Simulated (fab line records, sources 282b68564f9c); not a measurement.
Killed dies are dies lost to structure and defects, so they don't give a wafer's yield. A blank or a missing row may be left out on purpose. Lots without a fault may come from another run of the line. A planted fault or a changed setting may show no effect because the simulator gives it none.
A struck lot beside a sound one | flow rit_cmos | 18 steps out of a route of 202
Sound: wafers L347.2, L347.3, L347.4. Struck: wafers L352.2, L352.5, L352.6. The cause comes at the end.
At each step with rows: each side's tool, then ch and its chambers, then its first start. Under that, the readings that differ: sound wafers | struck wafers | difference of the means | sigmas: that difference in standard deviations of wafers without a fault.
alike: readings whose means differ by less than 2 such deviations, and words and numbers that are the same on both sides. not compared: withheld readings, readings that some wafer has no value for, bounds like >300 that may hide the same value, and numbers for which the record gives no deviation and whose values overlap.
The two part at a step that has a row with sigmas, a row that says differs or no value, or rows on one side only. Numbers that don't overlap but have no deviation are shown without sigmas and don't part them. A reading that every wafer of one side lacks parts them only if that side has two wafers or more.

first, 2 steps without rows for these wafers: RIT_ACTIVE_CLEAN_17 (cleans in SC2, time 600 s); RIT_FOX1_OXIDATION_00 (target thk 350.7 nm, ox time 1130 s).
RIT_FOX1_THK_MEAS_01:
  sound on film_metro-01, day 4 01:11; struck on film_metro-02, day 5 06:27
  alike: FOX1_OXIDE_THK
then, 2 steps without rows for these wafers: RIT_FOX1_WET_ETCH_02 (etches SiO2 in BOE, target depth 350 nm, time 390 s); RIT_FOX2_OXIDATION_00 (target thk 350.7 nm, ox time 1130 s).
RIT_FOX2_THK_MEAS_01:
  sound on film_metro-01, day 4 02:46; struck on film_metro-01, day 5 07:56
  alike: FOX2_OXIDE_THK
then, 2 steps without rows for these wafers: RIT_FOX2_CLEAN_02 (cleans in dHF, time 180 s); RIT_FOX2_WET_ETCH_03 (etches Si3N4 in H3PO4, target depth 195 nm, time 2659 s).
RIT_FOX2_THK_MEAS_90:
  sound on film_metro-01, day 4 06:29; struck on film_metro-03, day 5 08:49
  alike: FIELD_OXIDE_LEFT_1_THK
then, 3 steps without rows for these wafers: RIT_NWELL_HMDS_00 (prime time 60 s); RIT_NWELL_COAT_01 (resist thk 1300 nm); RIT_NWELL_SOFTBAKE_02 (time 60 s).
RIT_NWELL_EXPOSE_03: exposes mask M2, target cd 43900 nm.
  sound on iline_stepper-01 ch 0, day 4 07:08; struck on iline_stepper-02 ch 0, day 5 09:28
  reading                       | sound                | struck               | difference | sigmas
  model.NWELL.overlay_x_nm (nm) | -1.434 -1.434 -1.434 | -149.6 -149.6 -149.6 | -148.2     |
  alike: mask
then, 2 steps without rows for these wafers: RIT_NWELL_PEB_04; RIT_NWELL_DEVELOP_05 (develop time 68 s).
RIT_NWELL_OVL_MEAS_06:
  sound on overlay-02, day 4 07:33; struck on overlay-01, day 5 09:53
  reading        | sound         | struck               | difference | sigmas
  NWELL_OVL (nm) | -0.5 0.2 -0.1 | -149.8 -150.0 -150.7 | -150.0     | -99 or more
then, 1 step without rows for these wafers: RIT_NWELL_HARDBAKE_07 (time 120 s).
RIT_M1_PROBE_99:
  sound on prober-01, day 6 01:56; struck on prober-02, day 7 01:08
  reading                                 | sound             | struck            | difference | sigmas
  killed_at_M0_to_M3                      | 0 0 0             | 1 0 0             | +0         | +2
  model.etest.well_edge_right.line_ohm_um | 185.6 184.2 182.2 | 194 194.3 191.3   | +9         |
  model.etest.well_edge_left.line_ohm_um  | 183.3 182 183.2   | 177.1 176.8 176.5 | -6.0       |
  alike: killed_at_contacts, killed_at_front_end, killed_dies, killed_open, killed_short

WHERE THEY PART
First at RIT_NWELL_OVL_MEAS_06; last, within this record, at RIT_M1_PROBE_99.

WHY: what the simulator had put in
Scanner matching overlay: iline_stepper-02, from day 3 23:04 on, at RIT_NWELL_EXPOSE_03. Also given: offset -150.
